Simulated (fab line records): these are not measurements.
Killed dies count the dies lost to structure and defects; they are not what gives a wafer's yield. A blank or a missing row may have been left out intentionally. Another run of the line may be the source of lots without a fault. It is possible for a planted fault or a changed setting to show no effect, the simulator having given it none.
fab line records ; flow rit_cmos
record lots=14; wafers=42; last_day=7
route steps=202 shown NRETRO@61 M1@202
lots that met no fault: from a run of the same line without faults
start_h: hours from the record's opening day to when the first of the lot's shown wafers began ; wait_h: hours elapsed since this lot's preceding step ; " unchanged from the row above ; L1.1+2: a row that stands for several wafers ; - value missing, or start not given ; * or withheld: withheld ; < > ~ a bound
route shown NAME@n: NAME is a module with steps in the file, n the number in the route of the first one ; usual: average and standard deviation across the fault-free wafers ; same: alike in all rows ; chamber/n: place in a boat ; sites: each site's reading ; _std_site: standard deviation across them ; _edge_site: outer sites' mean less inner sites' ; radius_mm: how far each site lies from the wafer's centre ; mask NAME#n: copy n ; behind: the last tool/chamber to shape the wafer ; hold: cause of the lot's hold/its duration in hours/its outcome ; device: the n, p or np transistor that did not switch ; end of line: tests of these same wafers at the route's end ; a step with no rows: only its recipe ; killed: not the wafer's yield, but the dies lost to structure and defects at the first sort ; map: the dies of a wafer, with x for killed, . for not killed, _ for no die there
set.NAME: the setting that was run; set.NAME@STEP: the one run at that earlier step ; model.NAME: the simulator's own value behind a step, which no gauge read
route steps across a sampled set of lots; one table per step, one row per wafer
services: the hour from which a tool's chamber was out of use, counted from the record's first day as start_h (under 0 if before that day), plus the number of hours and why
## steps
# step RIT_NRETRO_IMPLANT_08
# recipe species=P; energy_kev=70; dose_cm2=1e+13; tilt_deg=7
# usual dose_ions_cm2=1.0001e+13/1.2e+10; faraday_current_uA=31.7/0.69
lot.wafer;tool;chamber;start_h;wait_h;dose_ions_cm2;faraday_current_uA
L339.2;implanter-04;0;34.32;0.2;9.986e+12;32.2
L339.3;implanter-04;0;34.32;0.2;1.0007e+13;31.7
L339.5;implanter-04;0;34.32;0.2;1.0004e+13;31.1
L340.1;implanter-04;0;41.26;0.2;9.995e+12;32.1
L340.3;implanter-04;0;41.26;0.2;1.0013e+13;30.4
L340.5;implanter-04;0;41.26;0.2;9.992e+12;32.3
L341.1;implanter-02;0;44.67;0.2;1.0009e+13;32.7
L341.2;implanter-02;0;44.67;0.2;9.987e+12;31.2
L341.6;implanter-02;0;44.67;0.2;9.992e+12;31.3
L342.2;implanter-04;0;50.15;0.2;9.995e+12;32.0
L342.5;implanter-04;0;50.15;0.2;9.992e+12;31.2
L342.6;implanter-04;0;50.15;0.2;9.967e+12;32.0
L343.1;implanter-04;0;54.71;0.2;9.988e+12;31.7
L343.4;implanter-04;0;54.71;0.2;1.0009e+13;31.8
L343.6;implanter-04;0;54.71;0.2;9.994e+12;31.6
L344.1;implanter-04;0;61.48;0.2;1.0001e+13;31.5
L344.2;implanter-04;0;61.48;0.2;9.993e+12;32.5
L344.5;implanter-04;0;61.48;0.2;1.002e+13;32.7
L345.1;implanter-04;0;66.62;0.2;1.0006e+13;31.1
L345.3;implanter-04;0;66.62;0.2;1.0009e+13;31.8
L345.5;implanter-04;0;66.62;0.2;9.99e+12;30.8
L346.4;implanter-02;0;71.11;0.2;1.0011e+13;32.1
L346.5;implanter-02;0;71.11;0.2;1.0008e+13;31.8
L346.6;implanter-02;0;71.11;0.2;1.0007e+13;32.5
L347.2;implanter-01;0;75.06;0.2;1.0004e+13;32.7
L347.5;implanter-01;0;75.06;0.2;9.998e+12;31.7
L347.6;implanter-01;0;75.06;0.2;1.0005e+13;31.5
L351.2;implanter-02;0;99.03;0.2;9.995e+12;31.0
L351.4;implanter-02;0;99.03;0.2;9.994e+12;31.4
L351.6;implanter-02;0;99.03;0.2;9.973e+12;31.6
L353.1;implanter-02;0;108.75;0.2;7.801e+12;23.9
L353.3;implanter-02;0;108.75;0.2;7.83e+12;25.0
L353.6;implanter-02;0;108.75;0.2;7.81e+12;25.1
L355.2;implanter-02;0;116.67;0.2;7.794e+12;24.2
L355.5;implanter-02;0;116.67;0.2;7.806e+12;24.4
L355.6;implanter-02;0;116.67;0.2;7.803e+12;25.3
L358.1;implanter-01;0;134.16;0.2;1.0022e+13;32.2
L358.3;implanter-01;0;134.16;0.2;1.0011e+13;33.2
L358.5;implanter-01;0;134.16;0.2;1.0006e+13;30.9
L360.3;implanter-01;0;143.76;0.2;9.975e+12;30.7
L360.4;implanter-01;0;143.76;0.2;9.997e+12;31.5
L360.6;implanter-01;0;143.76;0.2;9.983e+12;31.1
# step RIT_NRETRO_TW_MEAS_10
# usual NRETRO_TW=1052/9.6
lot.wafer;tool;chamber;start_h;wait_h;NRETRO_TW
L339.2;film_metro-03;-;34.63;0.1;1041
L339.3;film_metro-03;-;34.63;0.1;1035
L339.5;film_metro-03;-;34.63;0.1;1033
L340.1;film_metro-01;-;41.58;0.1;1047
L340.3;film_metro-01;-;41.58;0.1;1046
L340.5;film_metro-01;-;41.58;0.1;1044
L341.1;film_metro-01;-;44.99;0.1;1052
L341.2;film_metro-01;-;44.99;0.1;1045
L341.6;film_metro-01;-;44.99;0.1;1051
L342.2;film_metro-01;-;50.46;0.1;1055
L342.5;film_metro-01;-;50.46;0.1;1052
L342.6;film_metro-01;-;50.46;0.1;1049
L343.1;film_metro-02;-;55.04;0.1;1066
L343.4;film_metro-02;-;55.04;0.1;1053
L343.6;film_metro-02;-;55.04;0.1;1061
L344.1;film_metro-02;-;61.81;0.1;1060
L344.2;film_metro-02;-;61.81;0.1;1066
L344.5;film_metro-02;-;61.81;0.1;1059
L345.1;film_metro-02;-;66.95;0.1;1070
L345.3;film_metro-02;-;66.95;0.1;1064
L345.5;film_metro-02;-;66.95;0.1;1053
L346.4;film_metro-01;-;71.39;0.1;1048
L346.5;film_metro-01;-;71.39;0.1;1049
L346.6;film_metro-01;-;71.39;0.1;1045
L347.2;film_metro-02;-;75.37;0.1;1056
L347.5;film_metro-02;-;75.37;0.1;1061
L347.6;film_metro-02;-;75.37;0.1;1055
L351.2;film_metro-03;-;99.34;0.1;1038
L351.4;film_metro-03;-;99.34;0.1;1043
L351.6;film_metro-03;-;99.34;0.1;1038
L353.1;film_metro-02;-;109.08;0.1;978
L353.3;film_metro-02;-;109.08;0.1;978
L353.6;film_metro-02;-;109.08;0.1;985
L355.2;film_metro-03;-;116.98;0.1;965
L355.5;film_metro-03;-;116.98;0.1;967
L355.6;film_metro-03;-;116.98;0.1;966
L358.1;film_metro-02;-;134.49;0.1;1064
L358.3;film_metro-02;-;134.49;0.1;1056
L358.5;film_metro-02;-;134.49;0.1;1055
L360.3;film_metro-03;-;144.05;0.1;1036
L360.4;film_metro-03;-;144.05;0.1;1040
L360.6;film_metro-03;-;144.05;0.1;1048
# step RIT_M1_PROBE_99
# usual killed_at_M0_to_M3=0.0/0.12; killed_at_contacts=0.1/0.24; killed_at_front_end=6.6/2.7; killed_dies=6.6/2.7; killed_open=3.3/1.8; killed_short=3.4/1.9
# same gross_dies=264; killed_at_M4_up=0; killed_at_back_side=0; killed_at_other=0
lot.wafer;tool;chamber;start_h;wait_h;killed_at_M0_to_M3;killed_at_contacts;killed_at_front_end;killed_dies;killed_open;killed_short
L355.2;prober-02;-;149.48;0.1;0;0;10;10;2;8
L355.5;prober-02;-;149.63;0.2;0;0;7;7;2;5
L355.6;prober-02;-;149.68;0.2;0;0;8;8;3;5
# killed by level:class
L355.2 SILICIDE:geometric_particle:short=3 FOX1:geometric_particle:short=2 GATE:geometric_particle:short=2 GATE:geometric_particle:open=1 REOX:geometric_particle:short=1 REOX:geometric_particle:open=1
L355.5 GATE:geometric_particle:short=3 FOX1:geometric_particle:short=1 GATE:geometric_particle:open=1 REOX:geometric_particle:short=1 SILICIDE:geometric_particle:open=1
L355.6 GATE:geometric_particle:open=3 FOX1:geometric_particle:short=2 FOX2:geometric_particle:short=1 SPACER:geometric_particle:short=1 SILICIDE:geometric_particle:short=1
## services
tool;chamber;start_h;hours;kind
implanter-01;-;42.32;1.7;repair
implanter-04;-;63.70;2.8;pm
implanter-02;-;67.56;1.7;repair
implanter-02;-;86.41;3.6;repair
implanter-02;-;90.02;4.2;pm
implanter-01;-;103.71;3.1;repair
## key
first_sign step=RIT_NRETRO_IMPLANT_08; reading=dose_ions_cm2; direction=down; sigmas=99+; usual=1.0001e+13; struck=7.807e+12
effect step=RIT_NRETRO_IMPLANT_08; reading=faraday_current_uA; direction=down; sigmas=10; usual=31.7; struck=24.6
effect step=RIT_NRETRO_TW_MEAS_10; reading=NRETRO_TW; direction=down; sigmas=8.2; usual=1052; struck=973
met_at RIT_NRETRO_IMPLANT_08
struck_lots L353,L355
tester_left_out L353,L355
onset_between 99.03 108.75
fault kind=process_parameter_drift; tool=implanter-02; chamber=-; onset_h=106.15; steps=RIT_NRETRO_IMPLANT_08; channel=dose_cm2; offset=-2.2e+12; shape=step; end_h=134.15; acts_in=these_recipes_only; stated=1e+13
# tester_left_out: of these lots the tester's yield and bins aren't shown, on N5 and GAA mostly nor the transistor test; their killed dies are dies lost to structure and defects alone, not to doping, threshold or leakage, so they don't give the yield
